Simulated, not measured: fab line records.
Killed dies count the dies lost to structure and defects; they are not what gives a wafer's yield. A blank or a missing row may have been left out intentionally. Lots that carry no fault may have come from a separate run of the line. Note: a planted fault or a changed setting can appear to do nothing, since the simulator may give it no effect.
Comparing a struck lot with a sound one | flow ritCmos | 15 steps out of a route of 202
Sound: these wafers, L538.2, L538.3, L538.5. The struck wafers were L550.1, L550.3, L550.6. The cause is given at the end.
Order at every step that has rows: each side's tool, ch and its chambers, its first start. Under that, the readings that differ: sound wafers | struck wafers | difference of the means | sigmas: that difference in standard deviations of wafers without a fault.
alike: readings with means less than 2 such deviations apart, plus words and numbers identical on both sides. not compared: withheld readings, readings lacking a value on some wafer, bounds such as >300 that could conceal the same value, and numbers that have no deviation in the record and whose values overlap.
Wherever a step has rows on one side only, a row that says differs or no value, or a row with sigmas, the two part there. Non-overlapping numbers with no deviation appear without sigmas and do not part them. Lack of a reading on every wafer of one side parts them only where that side has two or more wafers.

first, 2 steps without rows for these wafers: RIT_NLDD_PEB_04; RIT_NLDD_DEVELOP_05 (develop time 50 s).
RIT_NLDD_OVL_MEAS_06:
  sound on overlay-02, day 4 14:32; struck on overlay-02, day 7 02:31
  alike: NLDD_OVL
then, 2 steps without rows for these wafers: RIT_NLDD_HARDBAKE_07 (time 60 s); RIT_NLDD_IMPLANT_08.
RIT_NLDD_STRIP_09: strips in O2, time 180 s.
  sound on plasmaAsher-04 ch 0,1, day 4 14:52; struck on plasmaAsher-02 ch 1, day 7 02:51
  alike: drypumpMotorCurrentA
  not compared: rfHoursCounterH
RIT_NLDD_TW_MEAS_10:
  sound on filmMetro-02, day 4 15:02; struck on filmMetro-03, day 7 03:02
  alike: NLDD_TW
then, 5 steps without rows for these wafers: RIT_PLDD_HMDS_00 (prime time 60 s); RIT_PLDD_COAT_01 (resist thk 1000 nm); RIT_PLDD_SOFTBAKE_02 (time 60 s); RIT_PLDD_EXPOSE_03 (exposes mask M8, target cd 40900 nm); RIT_PLDD_PEB_04.
RIT_PLDD_DEVELOP_05: develop time 50 s.
  sound on lithoTrack-01 ch 0, day 4 15:00; struck on lithoTrack-01 ch 0, day 7 04:00
reading            | sound             | struck            | difference | sigmas
developerTempC (C) | 23.04 23.07 22.88 | 20.67 20.70 20.60 | -2.34      | -23
RIT_PLDD_OVL_MEAS_06:
  sound on overlay-01, day 4 15:57; struck on overlay-02, day 7 04:13
reading       | sound       | struck         | difference | sigmas
PLDD_OVL (nm) | 0.6 1.4 1.2 | -1.3 -2.3 -2.3 | -3.0       | -2
RIT_M1_PROBE_99:
  sound on prober-01, day 5 06:07; struck on prober-01, day 7 18:15
  alike: killedAtContacts, killedAtFrontEnd, killedDies, killedOpen, killedShort

WHERE THEY PART
Earliest at RIT_PLDD_DEVELOP_05; latest, in this record, at RIT_PLDD_OVL_MEAS_06. Later steps at which nothing parts them and some readings are alike: RIT_M1_PROBE_99.

WHY: the cause the simulator had injected
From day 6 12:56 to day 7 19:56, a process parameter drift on lithoTrack-01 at RIT_PLDD_DEVELOP_05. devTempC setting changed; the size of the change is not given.
